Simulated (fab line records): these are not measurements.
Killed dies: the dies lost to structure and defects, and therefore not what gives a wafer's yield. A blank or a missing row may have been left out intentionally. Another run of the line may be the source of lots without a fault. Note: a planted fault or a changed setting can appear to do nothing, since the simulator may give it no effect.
Which of the tools did it? | flow berkeleyCmos170 | 14 lots with 42 wafers sampled at 5 steps, on a route of 331 steps

## WHAT THE GAUGES READ, wafer by wafer
UCB170_V1_THK_MEAS_04. Usual: V1_POLISHED_THK 999.8 nm, standard deviation 1.1.
lot  | measured     | on           | V1_POLISHED_THK (nm) | flag
L624 | day 9 06:01  | filmMetro-04 | 998.9 1001.4 1001.0  | 
L628 | day 9 08:40  | filmMetro-02 | 1000.3 999.3 1000.6  | 
L622 | day 9 08:58  | filmMetro-04 | 997.9 1000.8 1000.2  | 
L627 | day 9 10:19  | filmMetro-04 | 999.4 1000.7 1000.3  | 
L625 | day 9 13:28  | filmMetro-02 | 999.6 1000.1 999.1   | 
L629 | day 9 21:22  | filmMetro-02 | 1000.7 1001.2 1000.7 | 
L630 | day 10 02:09 | filmMetro-01 | 998.6 999.3 999.4    | 
L633 | day 10 07:17 | filmMetro-01 | 1000.4 1001.3 1001.5 | 
L634 | day 10 16:43 | filmMetro-04 | 999.6 996.8 999.1    | 
L637 | day 11 23:29 | filmMetro-04 | 1000.0 1000.5 997.8  | 
L640 | day 12 02:27 | filmMetro-02 | 999.4 1000.4 1000.0  | 
L638 | day 12 02:46 | filmMetro-04 | 998.6 1000.5 999.3   | 
L645 | day 13 03:19 | filmMetro-04 | 999.4 998.7 999.7    | 
L643 | day 13 03:37 | filmMetro-04 | 999.3 999.2 998.9    | 

UCB170_V1_CD_MEAS_90 targets a cd of 700 nm. Usual: cdNm 700.7 nm, standard deviation 1.6.
lot  | measured     | on       | cdNm (nm)         | flag
L624 | day 9 13:11  | cdSem-01 | 701.1 697.9 698.6 | 
L628 | day 9 12:08  | cdSem-02 | 697.8 700.9 701.2 | 
L622 | day 9 12:43  | cdSem-01 | 702.0 704.3 703.3 | 
L627 | day 9 13:29  | cdSem-01 | 700.7 701.3 700.3 | 
L625 | day 9 16:29  | cdSem-02 | 702.0 701.4 700.5 | 
L629 | day 9 23:31  | cdSem-01 | 700.7 701.9 700.8 | 
L630 | day 10 04:19 | cdSem-01 | 697.1 698.4 697.6 | 
L633 | day 10 08:59 | cdSem-02 | 704.7 703.3 703.5 | 
L634 | day 10 18:22 | cdSem-02 | 701.2 700.5 700.7 | 
L637 | day 12 03:16 | cdSem-01 | 700.7 701.2 700.3 | 
L640 | day 12 04:11 | cdSem-01 | 701.6 702.2 700.6 | 
L638 | day 12 04:30 | cdSem-02 | 698.6 698.0 697.9 | 
L645 | day 13 04:59 | cdSem-02 | 701.8 701.6 701.3 | 
L643 | day 13 05:17 | cdSem-02 | 699.8 698.7 702.4 | 

UCB170_V2_THK_MEAS_01. Usual: V2_TEOS_THK 1997 nm, standard deviation 24.
lot  | measured     | on           | V2_TEOS_THK (nm)              | flag
L624 | day 9 17:49  | filmMetro-04 | 1980 1980 2014                | 
L628 | day 9 17:34  | filmMetro-04 | 1993 1960 2009                | 
L622 | day 9 17:44  | filmMetro-03 | 1939 1961 1999                | 
L627 | day 9 18:17  | filmMetro-03 | 2012 2035 2050                | 
L625 | day 9 19:26  | filmMetro-02 | 1957 1974 2039                | 
L629 | day 10 03:55 | filmMetro-04 | 1956 1975 1999                | 
L630 | day 10 07:51 | filmMetro-04 | 1977 2013 1987                | 
L633 | day 10 11:53 | filmMetro-03 | 1064 1080 1076 1062 1079 1077 | OFF
L634 | day 10 21:55 | filmMetro-03 | 1075 1061 1052 1075 1061 1052 | OFF
L637 | day 12 06:21 | filmMetro-04 | 1977 1976 2004                | 
L640 | day 12 07:29 | filmMetro-04 | 1974 2002 2015                | 
L638 | day 12 07:44 | filmMetro-04 | 1984 1950 1997                | 
L645 | day 13 07:56 | filmMetro-03 | 2007 2001 2036                | 
L643 | day 13 08:36 | filmMetro-03 | 1957 1987 1992                | 

## WHICH TOOL RAN EACH LOT (tool, then ch and the chambers of the sampled wafers, then the start)
lot  | UCB170_M2_ETCH_17                 | UCB170_V2_CVD_00
L624 | rieDiel-01 ch 0,1, day 9 17:10    | pecvd-03 ch 0,2, day 9 17:40
L628 | rieDiel-01 ch 0,1,3, day 9 16:52  | pecvd-02 ch 0,2, day 9 17:19
L622 | rieDiel-04 ch 1,2,3, day 9 16:56  | pecvd-01 ch 0,2, day 9 17:34
L627 | rieDiel-02 ch 2,3, day 9 17:29    | pecvd-01 ch 1,2, day 9 18:07
L625 | rieDiel-01 ch 0,2,3, day 9 18:50  | pecvd-03 ch 0,1,2, day 9 19:17
L629 | rieDiel-04 ch 0,3, day 10 03:18   | pecvd-02 ch 0,2, day 10 03:45
L630 | rieDiel-02 ch 1,2,3, day 10 07:03 | pecvd-02 ch 0,2, day 10 07:41
L633 | rieDiel-04 ch 0,2, day 10 11:17   | pecvd-02 ch 0,1, day 10 11:44
L634 | rieDiel-01 ch 0,1,3, day 10 21:16 | pecvd-02 ch 1,2, day 10 21:44
L637 | rieDiel-02 ch 0,1,2, day 12 05:44 | pecvd-03 ch 0,2, day 12 06:11
L640 | rieDiel-02 ch 1,3, day 12 06:53   | pecvd-03 ch 0,1, day 12 07:20
L638 | rieDiel-01 ch 1,2, day 12 07:04   | pecvd-01 ch 0,1, day 12 07:31
L645 | rieDiel-04 ch 0,3, day 13 07:19   | pecvd-03 ch 0,2, day 13 07:46
L643 | rieDiel-02 ch 0,1, day 13 07:59   | pecvd-01 ch 0,2, day 13 08:26
- UCB170_M2_ETCH_17: etches BARC in N2/H2.
- UCB170_V2_CVD_00: deposits SiO2 from TEOS/O2, target thk 2000 nm, time 250 s.

## WHAT THE TOOLS THEMSELVES READ (means of the sampled wafers that have a number; where no wafer has one, the mark that the record gives instead)
UCB170_M2_ETCH_17. Usual: biasW 100.05 W, standard deviation 0.29; drypumpMotorCurrentA 5.7 A, standard deviation 0.46; oesProductAu 1.011 a.u., standard deviation 0.024; throttleValvePct 13.25 %, standard deviation 0.19.
lot  | tool       | biasW (W) | drypumpMotorCurrentA (A) | oesProductAu (a.u.) | throttleValvePct (%) | flag
L624 | rieDiel-01 | 100.10    | 5.9                      | 1.003               | 13.14                | 
L628 | rieDiel-01 | 100.04    | 5.7                      | 1.003               | 13.29                | 
L622 | rieDiel-04 | 99.87     | 5.6                      | 1.016               | 13.27                | 
L627 | rieDiel-02 | 100.11    | 5.6                      | 1.022               | 13.32                | 
L625 | rieDiel-01 | 100.15    | 5.4                      | 1.013               | 13.34                | 
L629 | rieDiel-04 | 100.24    | 5.2                      | 1.045               | 13.17                | 
L630 | rieDiel-02 | 99.98     | 5.8                      | 1.003               | 13.19                | 
L633 | rieDiel-04 | 100.12    | 6.0                      | 0.986               | 13.39                | 
L634 | rieDiel-01 | 100.03    | 5.7                      | 1.013               | 13.28                | 
L637 | rieDiel-02 | 100.27    | 5.9                      | 0.993               | 13.17                | 
L640 | rieDiel-02 | 99.96     | 6.0                      | 1.016               | 13.27                | 
L638 | rieDiel-01 | 100.03    | 5.7                      | 1.009               | 13.39                | 
L645 | rieDiel-04 | 99.87     | 5.2                      | 1.063               | 13.17                | 
L643 | rieDiel-02 | 100.12    | 6.1                      | 0.994               | 13.20                | 

UCB170_V2_CVD_00. Usual: heaterPowerW 264 W, standard deviation 47; pressureMtorr 9000 mTorr, standard deviation 17.
lot  | tool     | heaterPowerW (W) | pressureMtorr (mTorr) | flag
L624 | pecvd-03 | 284              | 8984                  | 
L628 | pecvd-02 | 277              | 9008                  | 
L622 | pecvd-01 | 274              | 8987                  | 
L627 | pecvd-01 | 261              | 9016                  | 
L625 | pecvd-03 | 283              | 8991                  | 
L629 | pecvd-02 | 233              | 9001                  | 
L630 | pecvd-02 | 279              | 9006                  | 
L633 | pecvd-02 | 283              | 9006                  | 
L634 | pecvd-02 | 308              | 8979                  | 
L637 | pecvd-03 | 292              | 9001                  | 
L640 | pecvd-03 | 249              | 9012                  | 
L638 | pecvd-01 | 291              | 9007                  | 
L645 | pecvd-03 | 305              | 8999                  | 
L643 | pecvd-01 | 259              | 9000                  | 

## THE ANSWER, worked out from the rows above alone
Rule: take the mean of a lot's wafers that have a number; if it is more than 3 standard deviations from the usual mean, the lot is off. A lot without any number at a reading at which 4 lots or more have one is off too. All remaining lots with rows at the step are treated as sound. After the gauges, taken in route order, come the tools' own readings; for these a lot's mean is taken, as printed above. At the first step where some lot is off, the reading lying furthest off is the one used; lots without a number count as furthest.
Off: at UCB170_V2_THK_MEAS_01 (V2_TEOS_THK), L633, L634.
If a tool, at a process step before that reading, ran all the lots that are off and no sound lot after the first of them, it fits. Those tools and the gauges at UCB170_V2_THK_MEAS_01 are tried in the same way. One fits: pecvd-02 at UCB170_V2_CVD_00. A fault onset in the window from L630 (day 10 07:41, its last sound lot) to L633 (day 10 11:44, its first lot off) fits.

## WHAT THE SIMULATOR HAD INSERTED
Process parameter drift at UCB170_V2_CVD_00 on pecvd-02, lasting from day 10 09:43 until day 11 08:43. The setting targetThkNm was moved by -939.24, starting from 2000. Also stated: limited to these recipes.
Struck lots among those shown: L633, L634. Same finding as the rule above.
